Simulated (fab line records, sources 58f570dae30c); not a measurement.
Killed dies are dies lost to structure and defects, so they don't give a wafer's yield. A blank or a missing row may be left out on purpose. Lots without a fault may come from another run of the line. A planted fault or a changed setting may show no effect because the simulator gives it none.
Tool commonality check | flow berkeley_cmos170 | 14 lots, 42 wafers sampled

WHY IT WAS OPENED
At UCB170_START_THK_MEAS_03 the reading START_OXIDE_THK is flagged on 2 of 14 lots. Wafers without a fault read 21.2 nm, standard deviation 0.45.
Rule: a lot is flagged when every wafer of it that has a number lies more than 4 standard deviations from that mean, or none has a number. The other lots count as sound.

lot  | measured    | on            | START_OXIDE_THK (nm), wafer by wafer | flag
L114 | day 1 19:53 | film_metro-01 | 21.6 21.6 21.6                       |
L118 | day 2 10:08 | film_metro-02 | 21.1 21.2 21.4                       |
L119 | day 2 14:25 | film_metro-01 | 20.9 20.7 21.1                       |
L120 | day 2 21:27 | film_metro-02 | 20.9 21.1 20.8                       |
L121 | day 3 02:17 | film_metro-02 | 21.5 21.6 21.2                       |
L123 | day 3 10:29 | film_metro-02 | 21.4 21.3 21.9                       |
L124 | day 3 17:55 | film_metro-01 | 21.1 21.6 21.6                       |
L129 | day 4 18:45 | film_metro-01 | 21.4 21.1 20.9                       |
L130 | day 4 22:02 | film_metro-01 | 21.2 21.0 20.9                       |
L131 | day 5 03:28 | film_metro-04 | 20.2 20.5 20.6                       |
L132 | day 5 07:55 | film_metro-01 | 27.3 27.5 27.3                       | FLAGGED
L133 | day 5 12:35 | film_metro-01 | 26.9 26.6 26.8                       | FLAGGED
L136 | day 6 05:28 | film_metro-02 | 20.4 20.7 20.5                       |
L137 | day 6 11:08 | film_metro-02 | 21.0 21.1 21.3                       |
The numbers of the flagged lots are 27.1 nm on average: +5.9 nm against the usual, or +13 standard deviations.

WHICH TOOL RAN EACH LOT
The record holds 1 process step before the reading, out of a route of 331 steps. In each cell: the tool, then ch and the chambers that the sampled wafers went through, then the start.
lot  | flag    | UCB170_START_OXIDATION_02
L114 |         | furnace-01 ch 0, day 1 18:23
L118 |         | furnace-02 ch 0, day 2 08:38
L119 |         | furnace-01 ch 0, day 2 12:55
L120 |         | furnace-01 ch 0, day 2 19:56
L121 |         | furnace-02 ch 0, day 3 00:47
L123 |         | furnace-02 ch 0, day 3 08:59
L124 |         | furnace-01 ch 0, day 3 16:24
L129 |         | furnace-04 ch 0, day 4 17:15
L130 |         | furnace-01 ch 0, day 4 20:31
L131 |         | furnace-01 ch 0, day 5 01:58
L132 | FLAGGED | furnace-02 ch 0, day 5 06:25
L133 | FLAGGED | furnace-02 ch 0, day 5 11:04
L136 |         | furnace-01 ch 0, day 6 03:57
L137 |         | furnace-01 ch 0, day 6 09:38
What these steps do:
- UCB170_START_OXIDATION_02: target thk 20 nm, ox time 1800 s.
- UCB170_START_THK_MEAS_03

FLAGGED OVER TOTAL, TOOL BY TOOL (the gauges that took the reading come last)
step                      | tool          | lots run | flagged | share of the flagged lots | sound lots run after its first flagged lot
UCB170_START_OXIDATION_02 | furnace-01    | 8        | 0       | none                      | -
UCB170_START_OXIDATION_02 | furnace-02    | 5        | 2       | all                       | 0
UCB170_START_OXIDATION_02 | furnace-04    | 1        | 0       | none                      | -
UCB170_START_THK_MEAS_03  | film_metro-01 | 7        | 2       | all                       | 0
UCB170_START_THK_MEAS_03  | film_metro-02 | 6        | 0       | none                      | -
UCB170_START_THK_MEAS_03  | film_metro-04 | 1        | 0       | none                      | -

WHAT THE TABLE ALLOWS
2 rows of the table ran every flagged lot: furnace-02 at UCB170_START_OXIDATION_02, film_metro-01 at UCB170_START_THK_MEAS_03.
- furnace-02 at UCB170_START_OXIDATION_02: 2 of its 5 lots flagged. Its last sound lot is L123 (day 3 08:59), its first flagged lot L132 (day 5 06:25): a fault that began between those two fits.
- film_metro-01 at UCB170_START_THK_MEAS_03: 2 of its 7 lots flagged. Its last sound lot is L130 (day 4 22:02), its first flagged lot L132 (day 5 07:55): a fault that began between those two fits.
Counting lots can't tell these 2 tools apart, because each fits a fault that began at some hour. More lots, or a look at what each step does to the wafer, might.

WHAT THE SIMULATOR HAD PUT IN
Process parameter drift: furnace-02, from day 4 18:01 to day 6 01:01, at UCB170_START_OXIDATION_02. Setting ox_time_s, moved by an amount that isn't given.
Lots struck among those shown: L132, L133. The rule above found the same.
